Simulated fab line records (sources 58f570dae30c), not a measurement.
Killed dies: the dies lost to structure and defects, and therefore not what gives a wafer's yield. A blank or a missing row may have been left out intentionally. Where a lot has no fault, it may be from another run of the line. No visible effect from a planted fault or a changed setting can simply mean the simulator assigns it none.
Split-lot study / flow berkeleyCmos170 / 27 wafers read across 5 lots, on a route 331 steps long

## SPLIT DETAILS
At UCB170_SPACER_CVD_00 (deposits SiO2 from TEOS/O2, target thk 376 nm, time 47 s), the setting timeS was moved away from the recipe's 47 s on 9 of the 27 wafers read, by +15.7% to +52.6%. This setting was run at the recipe's value on the other wafers.

No step appears in the file between the split and the reading.

## THE READING
SPACER_TEOS_THK, in nm, at UCB170_SPACER_THK_MEAS_01. Fault-free wafers of this fab line usually give 376 nm, standard deviation 4.7 nm.

wafer=L075.1; tool, chamber at the split=pecvd-01, 0; timeS as run, s=47; against the recipe=recipe; SPACER_TEOS_THK, nm=371; against lot-mates on the recipe=-
wafer=L075.2; tool, chamber at the split=pecvd-01, 1; timeS as run, s=63.06; against the recipe=+34.2%; SPACER_TEOS_THK, nm=502; against lot-mates on the recipe=+125
wafer=L075.3; tool, chamber at the split=pecvd-01, 2; timeS as run, s=63.06; against the recipe=+34.2%; SPACER_TEOS_THK, nm=501; against lot-mates on the recipe=+124
wafer=L075.4; tool, chamber at the split=pecvd-01, 0; timeS as run, s=47; against the recipe=recipe; SPACER_TEOS_THK, nm=382; against lot-mates on the recipe=-
wafer=L075.5; tool, chamber at the split=pecvd-01, 2; timeS as run, s=63.06; against the recipe=+34.2%; SPACER_TEOS_THK, nm=512; against lot-mates on the recipe=+135
wafer=L075.6; tool, chamber at the split=pecvd-01, 1; timeS as run, s=47; against the recipe=recipe; SPACER_TEOS_THK, nm=378; against lot-mates on the recipe=-
wafer=L078.2; tool, chamber at the split=pecvd-02, 2; timeS as run, s=47; against the recipe=recipe; SPACER_TEOS_THK, nm=369; against lot-mates on the recipe=-
wafer=L078.3; tool, chamber at the split=pecvd-02, 0; timeS as run, s=47; against the recipe=recipe; SPACER_TEOS_THK, nm=370; against lot-mates on the recipe=-
wafer=L078.5; tool, chamber at the split=pecvd-02, 2; timeS as run, s=47; against the recipe=recipe; SPACER_TEOS_THK, nm=377; against lot-mates on the recipe=-
wafer=L076.1; tool, chamber at the split=pecvd-01, 0; timeS as run, s=71.74; against the recipe=+52.6%; SPACER_TEOS_THK, nm=573; against lot-mates on the recipe=+194
wafer=L076.2; tool, chamber at the split=pecvd-01, 1; timeS as run, s=71.74; against the recipe=+52.6%; SPACER_TEOS_THK, nm=575; against lot-mates on the recipe=+196
wafer=L076.3; tool, chamber at the split=pecvd-01, 2; timeS as run, s=47; against the recipe=recipe; SPACER_TEOS_THK, nm=374; against lot-mates on the recipe=-
wafer=L076.4; tool, chamber at the split=pecvd-01, 2; timeS as run, s=47; against the recipe=recipe; SPACER_TEOS_THK, nm=381; against lot-mates on the recipe=-
wafer=L076.5; tool, chamber at the split=pecvd-01, 0; timeS as run, s=71.74; against the recipe=+52.6%; SPACER_TEOS_THK, nm=580; against lot-mates on the recipe=+201
wafer=L076.6; tool, chamber at the split=pecvd-01, 1; timeS as run, s=47; against the recipe=recipe; SPACER_TEOS_THK, nm=383; against lot-mates on the recipe=-
wafer=L080.1; tool, chamber at the split=pecvd-02, 2; timeS as run, s=47; against the recipe=recipe; SPACER_TEOS_THK, nm=373; against lot-mates on the recipe=-
wafer=L080.2; tool, chamber at the split=pecvd-02, 0; timeS as run, s=47; against the recipe=recipe; SPACER_TEOS_THK, nm=373; against lot-mates on the recipe=-
wafer=L080.3; tool, chamber at the split=pecvd-02, 1; timeS as run, s=47; against the recipe=recipe; SPACER_TEOS_THK, nm=376; against lot-mates on the recipe=-
wafer=L080.4; tool, chamber at the split=pecvd-02, 2; timeS as run, s=47; against the recipe=recipe; SPACER_TEOS_THK, nm=372; against lot-mates on the recipe=-
wafer=L080.5; tool, chamber at the split=pecvd-02, 1; timeS as run, s=47; against the recipe=recipe; SPACER_TEOS_THK, nm=378; against lot-mates on the recipe=-
wafer=L080.6; tool, chamber at the split=pecvd-02, 0; timeS as run, s=47; against the recipe=recipe; SPACER_TEOS_THK, nm=380; against lot-mates on the recipe=-
wafer=L082.1; tool, chamber at the split=pecvd-04, 2; timeS as run, s=54.39; against the recipe=+15.7%; SPACER_TEOS_THK, nm=435; against lot-mates on the recipe=+61
wafer=L082.2; tool, chamber at the split=pecvd-04, 1; timeS as run, s=54.39; against the recipe=+15.7%; SPACER_TEOS_THK, nm=427; against lot-mates on the recipe=+53
wafer=L082.3; tool, chamber at the split=pecvd-04, 0; timeS as run, s=47; against the recipe=recipe; SPACER_TEOS_THK, nm=371; against lot-mates on the recipe=-
wafer=L082.4; tool, chamber at the split=pecvd-04, 2; timeS as run, s=54.39; against the recipe=+15.7%; SPACER_TEOS_THK, nm=439; against lot-mates on the recipe=+65
wafer=L082.5; tool, chamber at the split=pecvd-04, 0; timeS as run, s=47; against the recipe=recipe; SPACER_TEOS_THK, nm=376; against lot-mates on the recipe=-
wafer=L082.6; tool, chamber at the split=pecvd-04, 1; timeS as run, s=47; against the recipe=recipe; SPACER_TEOS_THK, nm=374; against lot-mates on the recipe=-

THE FIT
A straight line over all 27 wafers: SPACER_TEOS_THK changes by +3.8 nm for each +1% of timeS; r = +1.00; the points scatter about the line by 4.4 nm.
The same after taking each lot's own level away (the mean of its wafers on the recipe; 27 wafers): +3.74 nm for each +1%; r = +1.00; scatter 3.9 nm.
That fit puts the effect of the largest move of timeS on the reading at 2e+02 nm.
The lots' own levels span 372.0 to 379.3 nm, that is 1.6 times the standard deviation above.
So the lot-to-lot level changes the slope little: the two slopes agree.
Check: +198 nm against its lot-mates is what the line predicts for one of the wafers moved furthest among these (+52.6%) when that wafer is left out of the fit. Against them it came out at +194 nm.

## ADDITIONAL SPLITS CARRIED BY THESE WAFERS
These wafers also went through other splits before the reading. Each is held against what the fit with the lots' levels taken away leaves over:
other split on the same wafers=UCB170_NWELL_ETCH_13 targetDepthA; wafers away from the commonest value=6; r with SPACER_TEOS_THK (lot level and that fit taken away)=+0.12
other split on the same wafers=UCB170_WELLDRIVE_OXIDATION_01 oxTimeS; wafers away from the commonest value=21; r with SPACER_TEOS_THK (lot level and that fit taken away)=-0.03

## THE WHOLE CHAIN: every reading that the file lists as answering this split, in the file's order
step=UCB170_SPACER_CVD_00; what it does=deposits SiO2 from TEOS/O2, target thk 376 nm, time 47 s; reading=SiO2_of_SPACER_CVD_00.thkNm (the simulator's own value, which no gauge read); change (the file's fit)=+3.75 nm for each +1% of the setting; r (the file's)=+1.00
step=UCB170_SPACER_THK_MEAS_01; what it does=; reading=SPACER_TEOS_THK; change (the file's fit)=+3.74 for each +1% of the setting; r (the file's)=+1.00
step=UCB170_SPACER_ETCHBACK_03; what it does=etches SiO2 in CHF3/CF4/Ar, stops on Si, target depth 376 nm, time 100 s; reading=etch.depthNm (the simulator's own value, which no gauge read); change (the file's fit)=+1.21 nm for each +1% of the setting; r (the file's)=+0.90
step=UCB170_M3_PROBE_99; what it does=; reading=etest.pmos_0p6.rOnOhmUm (the simulator's own value, which no gauge read); change (the file's fit)=+17.9 for each +1% of the setting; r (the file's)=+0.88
step=UCB170_M3_PROBE_99; what it does=; reading=etest.pmos_0p35.rOnOhmUm (the simulator's own value, which no gauge read); change (the file's fit)=+14.6 for each +1% of the setting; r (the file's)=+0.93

## THE FILE'S OWN FIT
SPACER_TEOS_THK changes by +3.74 nm for each +1% of timeS, r = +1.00.
